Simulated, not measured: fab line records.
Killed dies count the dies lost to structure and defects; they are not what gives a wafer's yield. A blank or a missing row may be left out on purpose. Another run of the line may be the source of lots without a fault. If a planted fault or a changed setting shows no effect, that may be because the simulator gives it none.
Split-lot trial | flow berkeleyCmos170 | on a route of 331 steps: 5 lots, 23 wafers read

== THE SPLIT ==
At UCB170_PSD_IMPLANT_08, the setting energyKev was moved away from the recipe's 20 on 6 of the 23 wafers read, by -3.6% to +2.4%. This setting was run at the recipe's value on the other wafers.

The split's own step is where the reading is taken.

== THE READING ==
The simulator's own value implant.drpNm, read by no gauge, in nm at UCB170_PSD_IMPLANT_08. No usual value for it is given in the file.

wafer  | tool, chamber at the split | energyKev as run | against the recipe | implant.drpNm, nm | against lot-mates on the recipe
L076.1 | implanter-04, 0            | 20               | recipe             | 28.34             | -
L076.2 | implanter-04, 0            | 20               | recipe             | 28.34             | -
L076.4 | implanter-04, 0            | 20               | recipe             | 28.34             | -
L076.3 | implanter-04, 0            | 19.27            | -3.6%              | 27.61             | -0.73
L076.5 | implanter-04, 0            | 19.27            | -3.6%              | 27.61             | -0.73
L082.1 | implanter-01, 0            | 20               | recipe             | 28.34             | -
L082.2 | implanter-01, 0            | 20               | recipe             | 28.34             | -
L082.3 | implanter-01, 0            | 20               | recipe             | 28.34             | -
L082.5 | implanter-01, 0            | 20               | recipe             | 28.34             | -
L082.6 | implanter-01, 0            | 20               | recipe             | 28.34             | -
L084.2 | implanter-03, 0            | 20               | recipe             | 28.34             | -
L084.3 | implanter-03, 0            | 20               | recipe             | 28.34             | -
L084.4 | implanter-03, 0            | 20               | recipe             | 28.34             | -
L085.1 | implanter-03, 0            | 20               | recipe             | 28.34             | -
L085.4 | implanter-03, 0            | 20               | recipe             | 28.34             | -
L085.6 | implanter-03, 0            | 20               | recipe             | 28.34             | -
L085.3 | implanter-03, 0            | 20.48            | +2.4%              | 28.84             | +0.50
L085.5 | implanter-03, 0            | 20.48            | +2.4%              | 28.84             | +0.50
L083.1 | implanter-03, 0            | 20               | recipe             | 28.34             | -
L083.2 | implanter-03, 0            | 20               | recipe             | 28.34             | -
L083.3 | implanter-03, 0            | 20               | recipe             | 28.34             | -
L083.4 | implanter-03, 0            | 19.45            | -2.8%              | 27.79             | -0.55
L083.6 | implanter-03, 0            | 19.45            | -2.8%              | 27.79             | -0.55

THE FIT
A straight line over all 23 wafers: implant.drpNm changes by +0.202 nm for each +1% of energyKev; r = +1.00; the points scatter about the line by 0.0048 nm.
The same after taking each lot's own level away (the mean of its wafers on the recipe; 23 wafers): +0.202 nm for each +1%; r = +1.00; scatter 0.0048 nm.
Per that fit: largest energyKev move, reading shift of 0.74 nm.
The lots' own levels span 28.340 to 28.340 nm.
So the lot-to-lot level changes the slope little: the two slopes agree.
Check: with one of the wafers moved furthest among these (-3.6%) left out of the fit, the line predicts -0.737 nm for it against its lot-mates. Against them it came out at -0.73 nm.

== FURTHER SPLITS ON THESE WAFERS ==
Note: prior to the reading, these wafers also went through further splits. Each is held against what the fit with the lots' levels taken away leaves over:
other split on the same wafers     | wafers away from the commonest value | r with implant.drpNm (lot level and that fit taken away)
UCB170_START_OXIDATION_02 tempC    | 15                                   | -0.19
UCB170_PWELL_COAT_08 spinRpm       | 4                                    | +0.11
UCB170_PWELL_IMPLANT_15 doseCm2    | 7                                    | -0.41
UCB170_ACTIVE_OXIDATION_02 oxTimeS | 18                                   | +0.21
UCB170_ACTIVE_ETCH_15 timeS        | 4                                    | -0.10
UCB170_PFIELD_IMPLANT_07 energyKev | 9                                    | +0.24
UCB170_NVT_COAT_01 resistThkNm     | 8                                    | +0.10
UCB170_GATE_OXIDATION_01 tempC     | 15                                   | -0.22

== THE WHOLE CHAIN: every reading that the file lists as answering this split, in the file's order ==
step                  | what it does | reading                                                        | change (the file's fit)               | r (the file's)
UCB170_PSD_IMPLANT_08 |              | implant.rpNm (the simulator's own value, which no gauge read)  | +0.642 nm for each +1% of the setting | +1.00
UCB170_PSD_IMPLANT_08 |              | implant.drpNm (the simulator's own value, which no gauge read) | +0.202 nm for each +1% of the setting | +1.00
UCB170_PSD_STRIP_09   | strips in O2 | stripTimeToEndpointS                                           | withheld for each +1% of the setting  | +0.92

== FILE'S OWN FIT ==
implant.drpNm changes by +0.202 nm for each +1% of energyKev, r = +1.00.
